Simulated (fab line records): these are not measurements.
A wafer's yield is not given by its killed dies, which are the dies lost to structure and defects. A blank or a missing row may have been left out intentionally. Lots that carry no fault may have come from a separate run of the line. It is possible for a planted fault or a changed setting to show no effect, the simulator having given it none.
A lot that was struck, set against a sound lot | flow rit_cmos | 18 steps out of a route of 202
Sound: wafers L684.3, L684.5, L684.6. Wafers L697.1, L697.4, L697.5 were the ones struck. The cause is given at the end.
Per side, at each step with rows, come the tool, then ch with its chambers, and then its first start. Under that, the readings that differ: sound wafers | struck wafers | difference of the means | sigmas: that difference in standard deviations of wafers without a fault.
alike: readings with means less than 2 such deviations apart, plus words and numbers identical on both sides. not compared: withheld readings, readings lacking a value on some wafer, bounds such as >300 that could conceal the same value, and numbers that have no deviation in the record and whose values overlap.
Wherever a step has rows on one side only, a row that says differs or no value, or a row with sigmas, the two part there. Numbers that don't overlap but have no deviation are shown without sigmas and don't part them. Lack of a reading on every wafer of one side parts them only where that side has two or more wafers.

first, 2 steps without rows for these wafers: RIT_ACTIVE_CLEAN_17 (cleans in SC2, time 600 s); RIT_FOX1_OXIDATION_00 (target thk 350.7 nm, ox time 1130 s).
RIT_FOX1_THK_MEAS_01:
  struck on film_metro-01, day 5 11:31; sound on film_metro-03, day 2 18:01
  alike: FOX1_OXIDE_THK
then, 2 steps without rows for these wafers: RIT_FOX1_WET_ETCH_02 (etches SiO2 in BOE, target depth 350 nm, time 390 s); RIT_FOX2_OXIDATION_00 (target thk 350.7 nm, ox time 1130 s).
RIT_FOX2_THK_MEAS_01:
  struck on film_metro-03, day 5 13:01; sound on film_metro-01, day 2 19:47
  alike: FOX2_OXIDE_THK
then, 2 steps without rows for these wafers: RIT_FOX2_CLEAN_02 (cleans in dHF, time 180 s); RIT_FOX2_WET_ETCH_03 (etches Si3N4 in H3PO4, target depth 195 nm, time 2700 s).
RIT_FOX2_THK_MEAS_90:
  struck on film_metro-03, day 5 13:58; sound on film_metro-02, day 2 20:46
  alike: FIELD_OXIDE_LEFT_1_THK
then, 3 steps without rows for these wafers: RIT_NWELL_HMDS_00 (prime time 60 s); RIT_NWELL_COAT_01 (resist thk 1300 nm); RIT_NWELL_SOFTBAKE_02 (time 60 s).
RIT_NWELL_EXPOSE_03: exposes mask M2, target cd 43900 nm.
  sound on iline_stepper-02 ch 0, day 2 21:25; struck on iline_stepper-01 ch 0, day 5 14:28
  reading                       | sound                | struck               | difference | sigmas
  model.NWELL.overlay_x_nm (nm) | 0.6488 0.6488 0.6488 | -300.3 -300.3 -300.3 | -300.9     |
  alike: mask
then, 2 steps without rows for these wafers: RIT_NWELL_PEB_04; RIT_NWELL_DEVELOP_05 (develop time 68 s).
RIT_NWELL_OVL_MEAS_06:
  struck on overlay-02, day 5 14:54; sound on overlay-01, day 2 21:49
  reading        | sound         | struck               | difference | sigmas
  NWELL_OVL (nm) | -1.3 -0.7 0.8 | -299.8 -298.8 -301.2 | -299.5     | -99 or more
then, 1 step without rows for these wafers: RIT_NWELL_HARDBAKE_07 (time 120 s).
RIT_M1_PROBE_99:
  struck on prober-01, day 7 02:46; sound on prober-01, day 4 12:40
  reading                                 | sound             | struck            | difference | sigmas
  model.etest.well_edge_right.line_ohm_um | 180.7 180.5 180.9 | 202.6 200.9 201.1 | +20.8      |
  model.etest.well_edge_left.line_ohm_um  | 182.7 181.6 182.5 | 170.3 172.7 170.5 | -11.1      |
  alike: killed_at_contacts, killed_at_front_end, killed_dies, killed_open, killed_short

== WHERE THEY PART ==
RIT_NWELL_OVL_MEAS_06 only, going by this record. Later steps at which nothing parts them and some readings are alike: RIT_M1_PROBE_99.

WHY: whatever the simulator had introduced
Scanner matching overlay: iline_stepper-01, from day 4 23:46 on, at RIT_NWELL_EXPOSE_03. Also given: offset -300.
